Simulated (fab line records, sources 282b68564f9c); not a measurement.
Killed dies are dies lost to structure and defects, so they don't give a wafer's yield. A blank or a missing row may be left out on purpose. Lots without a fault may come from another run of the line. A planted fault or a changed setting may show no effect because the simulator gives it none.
Which tool did it? | flow rit_cmos | 14 lots, 42 wafers sampled, at 5 steps of a route of 202

WHAT THE GAUGES READ, wafer by wafer
RIT_ACTIVE_THK_MEAS_02. Usual: ACTIVE_OXIDE_THK 46.6 nm, standard deviation 0.71.
lot  | measured    | on            | ACTIVE_OXIDE_THK (nm) | flag
L407 | day 1 12:39 | film_metro-02 | 47.7 46.5 47.5        |
L408 | day 1 17:40 | film_metro-03 | 46.8 47.5 45.9        |
L409 | day 1 22:23 | film_metro-03 | 47.4 47.1 46.6        |
L411 | day 2 08:50 | film_metro-01 | 46.6 46.8 46.7        |
L412 | day 2 13:24 | film_metro-02 | 47.6 46.7 46.2        |
L414 | day 2 23:52 | film_metro-02 | 47.3 47.0 46.8        |
L415 | day 3 04:11 | film_metro-02 | 45.8 46.4 46.4        |
L416 | day 3 09:03 | film_metro-03 | 47.0 47.4 47.2        |
L418 | day 3 19:04 | film_metro-01 | 46.9 47.3 46.8        |
L419 | day 4 00:03 | film_metro-03 | 44.5 45.5 45.2        |
L425 | day 5 07:38 | film_metro-03 | 46.4 46.5 46.4        |
L426 | day 5 13:32 | film_metro-01 | 46.9 45.8 45.9        |
L427 | day 5 18:16 | film_metro-02 | 46.5 47.0 46.3        |
L429 | day 6 12:16 | film_metro-02 | 47.0 46.6 46.3        |

RIT_ACTIVE_CD_MEAS_11: target cd 1400 nm. Usual: cd_nm 1400.1 nm, standard deviation 2.3.
lot  | measured    | on        | cd_nm (nm)           | flag
L407 | day 1 15:10 | cd_sem-02 | 1400.9 1402.3 1399.9 |
L408 | day 1 21:29 | cd_sem-02 | 1397.0 1398.7 1397.2 |
L409 | day 2 00:52 | cd_sem-02 | 1400.0 1399.5 1399.3 |
L411 | day 2 11:21 | cd_sem-02 | 1400.8 1400.7 1400.9 |
L412 | day 2 15:47 | cd_sem-01 | 1407.9 1406.1 1404.8 |
L414 | day 3 02:31 | cd_sem-02 | 1399.2 1401.2 1401.1 |
L415 | day 3 06:44 | cd_sem-02 | 1404.6 1403.0 1403.6 |
L416 | day 3 11:34 | cd_sem-01 | 1400.0 1401.8 1401.2 |
L418 | day 3 21:35 | cd_sem-02 | 1403.2 1400.7 1400.7 |
L419 | day 4 02:26 | cd_sem-01 | 1401.2 1399.0 1398.6 |
L425 | day 5 10:01 | cd_sem-02 | 1394.7 1398.8 1396.5 |
L426 | day 5 16:03 | cd_sem-01 | 1401.1 1399.6 1400.9 |
L427 | day 5 20:40 | cd_sem-01 | 1395.0 1397.5 1396.3 |
L429 | day 6 14:38 | cd_sem-01 | 1400.2 1400.5 1399.9 |

RIT_SDANNEAL_RS_MEAS_07: measures by four-point-probe. Usual: NLDD_RS 151.6 ohm/sq, standard deviation 0.57.
lot  | measured    | on            | NLDD_RS (ohm/sq)                    | flag
L407 | day 3 04:09 | film_metro-01 | 150.9 150.7 150.6                   |
L408 | day 3 13:52 | film_metro-03 | 152.9 152.7 152.7                   |
L409 | day 3 16:25 | film_metro-03 | 151.0 151.6 151.6                   |
L411 | day 4 03:19 | film_metro-01 | 151.1 150.8 151.1                   |
L412 | day 4 12:41 | film_metro-01 | 151.9 151.6 152.1                   |
L414 | day 4 17:50 | film_metro-03 | 151.5 151.4 152.0                   |
L415 | day 5 01:14 | film_metro-03 | 152.4 152.2 152.4                   |
L416 | day 5 05:29 | film_metro-02 | 152.3 151.7 151.7                   |
L418 | day 5 16:15 | film_metro-01 | 151.0 150.9 151.4                   |
L419 | day 6 01:35 | film_metro-03 | 151.7 151.5 151.6                   |
L425 | day 8 04:32 | film_metro-02 | 157.9 158.4 158.2 157.9 158.3 158.3 | OFF
L426 | day 8 04:47 | film_metro-03 | 157.3 157.5 156.9 157.0 157.3 157.0 | OFF
L427 | day 8 05:00 | film_metro-01 | 152.0 152.1 152.4                   |
L429 | day 8 19:19 | film_metro-02 | 152.2 152.3 151.9                   |

WHICH TOOL RAN EACH LOT (tool, then ch and the chambers of the sampled wafers, then the start)
lot  | RIT_NRETRO_STRIP_09                 | RIT_NLDD_IMPLANT_08
L407 | plasma_asher-02 ch 0,1, day 2 07:31 | implanter-02 ch 0, day 2 19:05
L408 | plasma_asher-02 ch 0,1, day 2 13:28 | implanter-01 ch 0, day 3 05:33
L409 | plasma_asher-03 ch 0, day 2 17:52   | implanter-02 ch 0, day 3 08:03
L411 | plasma_asher-03 ch 0,1, day 3 03:40 | implanter-01 ch 0, day 3 19:09
L412 | plasma_asher-03 ch 0,1, day 3 10:49 | implanter-02 ch 0, day 4 04:17
L414 | plasma_asher-03 ch 0,1, day 3 17:26 | implanter-01 ch 0, day 4 09:22
L415 | plasma_asher-03 ch 0,1, day 3 23:00 | implanter-01 ch 0, day 4 17:11
L416 | plasma_asher-04 ch 0, day 4 04:13   | implanter-02 ch 0, day 4 21:25
L418 | plasma_asher-04 ch 0,1, day 4 15:04 | implanter-01 ch 0, day 5 08:18
L419 | plasma_asher-04 ch 0,1, day 5 01:13 | implanter-01 ch 0, day 5 17:32
L425 | plasma_asher-02 ch 0,1, day 6 10:48 | implanter-02 ch 0, day 7 12:30
L426 | plasma_asher-02 ch 0,1, day 6 23:31 | implanter-02 ch 0, day 7 20:08
L427 | plasma_asher-02 ch 0,1, day 7 04:39 | implanter-03 ch 0, day 7 20:15
L429 | plasma_asher-03 ch 0,1, day 7 17:10 | implanter-01 ch 0, day 8 09:26
- RIT_NRETRO_STRIP_09: strips in O2, time 180 s.
- RIT_NLDD_IMPLANT_08

WHAT THE TOOLS THEMSELVES READ (means of the sampled wafers that have a number; where no wafer has one, the mark that the record gives instead)
RIT_NRETRO_STRIP_09. Usual: drypump_motor_current_A 6.1 A, standard deviation 0.5.
lot  | tool            | drypump_motor_current_A (A) | flag
L407 | plasma_asher-02 | 5.8                         |
L408 | plasma_asher-02 | 5.6                         |
L409 | plasma_asher-03 | 6.0                         |
L411 | plasma_asher-03 | 6.5                         |
L412 | plasma_asher-03 | 6.5                         |
L414 | plasma_asher-03 | 6.3                         |
L415 | plasma_asher-03 | 6.3                         |
L416 | plasma_asher-04 | 5.7                         |
L418 | plasma_asher-04 | 5.7                         |
L419 | plasma_asher-04 | 5.5                         |
L425 | plasma_asher-02 | 5.6                         |
L426 | plasma_asher-02 | 5.8                         |
L427 | plasma_asher-02 | 5.6                         |
L429 | plasma_asher-03 | 6.3                         |

RIT_NLDD_IMPLANT_08. Usual: beam_on_s 10.01 s, standard deviation 0.19.
lot  | tool         | beam_on_s (s) | flag
L407 | implanter-02 | 10.04         |
L408 | implanter-01 | 9.96          |
L409 | implanter-02 | 10.19         |
L411 | implanter-01 | 10.01         |
L412 | implanter-02 | 10.02         |
L414 | implanter-01 | 10.22         |
L415 | implanter-01 | 10.07         |
L416 | implanter-02 | 9.74          |
L418 | implanter-01 | 10.06         |
L419 | implanter-01 | 10.13         |
L425 | implanter-02 | 10.11         |
L426 | implanter-02 | 10.12         |
L427 | implanter-03 | 9.94          |
L429 | implanter-01 | 10.08         |

THE ANSWER, worked out from the rows above alone
Rule: a lot is off if the mean of its wafers that have a number lies more than 3 standard deviations from the usual mean. A lot without any number at a reading at which 4 lots or more have one is off too. The other lots that the step has rows for count as sound. The gauges are gone through in route order, then the tools' own readings, and for those a lot's mean is taken as printed above. The first step at which some lot is off is used, and at that step the reading that is off furthest; a lot without a number counts as furthest.
Off: L425, L426, at RIT_SDANNEAL_RS_MEAS_07 (NLDD_RS).
A tool fits if, at a process step before that reading, it ran every lot that is off, and no sound lot after the first of them. The gauges at RIT_SDANNEAL_RS_MEAS_07 are tried like those tools. One fits: implanter-02 at RIT_NLDD_IMPLANT_08. Its last sound lot is L416 (day 4 21:25), its first lot that is off L425 (day 7 12:30): a fault that began between those two fits.

WHAT THE SIMULATOR HAD PUT IN
Process parameter drift: implanter-02, from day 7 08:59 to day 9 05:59, at RIT_NLDD_IMPLANT_08. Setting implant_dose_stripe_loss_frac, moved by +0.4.
Lots struck among those shown: L425, L426. The rule above found the same.
